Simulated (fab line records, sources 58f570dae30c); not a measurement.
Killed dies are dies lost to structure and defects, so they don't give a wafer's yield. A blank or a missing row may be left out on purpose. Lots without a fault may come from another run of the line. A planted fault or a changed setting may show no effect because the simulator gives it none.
Split-lot experiment | flow berkeley_cmos170 | 5 lots, 23 wafers read, on a route of 331 steps

THE SPLIT
At UCB170_M1_PEB_07, the setting peb_temp_c was moved away from the recipe's 130 C on 6 of the 23 wafers read, by -2.3% to +2.6%. The other wafers ran this setting at the recipe's value.

FROM THE SPLIT TO THE READING: what the file shows between them, 5 steps
- UCB170_M1_DEVELOP_08: develop time 45 s
- UCB170_M1_CD_MEAS_09: target cd 700 nm
- UCB170_M1_ETCH_11: etches BARC in N2/H2
- UCB170_M1_METAL_ETCH_12: etches Al in Cl2/BCl3, stops on PSG, target depth 780 nm, time 130 s
- UCB170_M1_STRIP_13: strips in O2

THE READING
cd_nm, in nm, at UCB170_M1_CD_MEAS_90 (target cd 700 nm). Fault-free wafers of this fab line usually give 701.9 nm, standard deviation 2.3 nm.

wafer  | tool, chamber at the split | peb_temp_c as run, C | against the recipe | cd_nm, nm | against lot-mates on the recipe
L074.2 | litho_track-04, 0          | 130                  | recipe             | 699.6     | -
L074.3 | litho_track-04, 0          | 133.4                | +2.6%              | 678.4     | -21.4
L074.4 | litho_track-04, 0          | 130                  | recipe             | 699.5     | -
L074.5 | litho_track-04, 0          | 133.4                | +2.6%              | 677.5     | -22.3
L074.6 | litho_track-04, 0          | 130                  | recipe             | 700.4     | -
L075.2 | litho_track-02, 0          | 130                  | recipe             | 703.1     | -
L075.3 | litho_track-02, 0          | 127                  | -2.3%              | 729.5     | +25.2
L075.4 | litho_track-02, 0          | 130                  | recipe             | 703.0     | -
L075.5 | litho_track-02, 0          | 130                  | recipe             | 706.8     | -
L075.6 | litho_track-02, 0          | 127                  | -2.3%              | 728.3     | +24.0
L077.3 | litho_track-02, 0          | 130                  | recipe             | 700.5     | -
L077.4 | litho_track-02, 0          | 130                  | recipe             | 698.2     | -
L077.5 | litho_track-02, 0          | 130                  | recipe             | 701.1     | -
L080.1 | litho_track-01, 0          | 130                  | recipe             | 702.1     | -
L080.2 | litho_track-01, 0          | 128.9                | -0.8%              | 710.6     | +9.4
L080.3 | litho_track-01, 0          | 130                  | recipe             | 698.9     | -
L080.4 | litho_track-01, 0          | 130                  | recipe             | 702.7     | -
L080.5 | litho_track-01, 0          | 128.9                | -0.8%              | 710.5     | +9.3
L082.1 | litho_track-02, 0          | 130                  | recipe             | 706.0     | -
L082.2 | litho_track-02, 0          | 130                  | recipe             | 702.6     | -
L082.3 | litho_track-02, 0          | 130                  | recipe             | 703.0     | -
L082.5 | litho_track-02, 0          | 130                  | recipe             | 704.9     | -
L082.6 | litho_track-02, 0          | 130                  | recipe             | 703.1     | -

THE FIT
A straight line over all 23 wafers: cd_nm changes by -10.2 nm for each +1% of peb_temp_c; r = -0.98; the points scatter about the line by 2.4 nm.
The same after taking each lot's own level away (the mean of its wafers on the recipe; 23 wafers): -9.44 nm for each +1%; r = -0.99; scatter 1.7 nm.
On that fit, the largest move of peb_temp_c shifts the reading by 25 nm.
The lots' own levels span 699.83 to 704.30 nm, that is 1.9 times the standard deviation above.
So the lot-to-lot level changes the slope little: the two slopes agree.
Check: with one of the wafers moved furthest among these (+2.6%) left out of the fit, the line predicts -25.3 nm for it against its lot-mates. It came out at -21.4 nm against them.

OTHER SPLITS ON THESE WAFERS
These wafers also went through other splits before the reading. Each is held against what the fit with the lots' levels taken away leaves over:
other split on the same wafers   | wafers away from the commonest value | r with cd_nm (lot level and that fit taken away)
UCB170_CONTACT_EXPOSE_12 dose_mj | 7                                    | -0.19
UCB170_M1_COAT_04 resist_thk_nm  | 7                                    | +0.36

THE WHOLE CHAIN: every reading that the file lists as answering this split, in the file's order
step                    | what it does                                                         | reading                                                   | change (the file's fit)              | r (the file's)
UCB170_M1_CD_MEAS_09    | target cd 700 nm                                                     | cd_nm                                                     | -9.16 nm for each +1% of the setting | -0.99
UCB170_M1_ETCH_11       | etches BARC in N2/H2                                                 | M1.cd_nm (the simulator's own value, which no gauge read) | -9.19 nm for each +1% of the setting | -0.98
UCB170_M1_METAL_ETCH_12 | etches Al in Cl2/BCl3, stops on PSG, target depth 780 nm, time 130 s | M1.cd_nm (the simulator's own value, which no gauge read) | -9.45 nm for each +1% of the setting | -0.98
UCB170_M1_CD_MEAS_90    | target cd 700 nm                                                     | cd_nm                                                     | -9.47 nm for each +1% of the setting | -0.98

THE FILE'S OWN FIT
cd_nm changes by -9.47 nm for each +1% of peb_temp_c, r = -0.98.
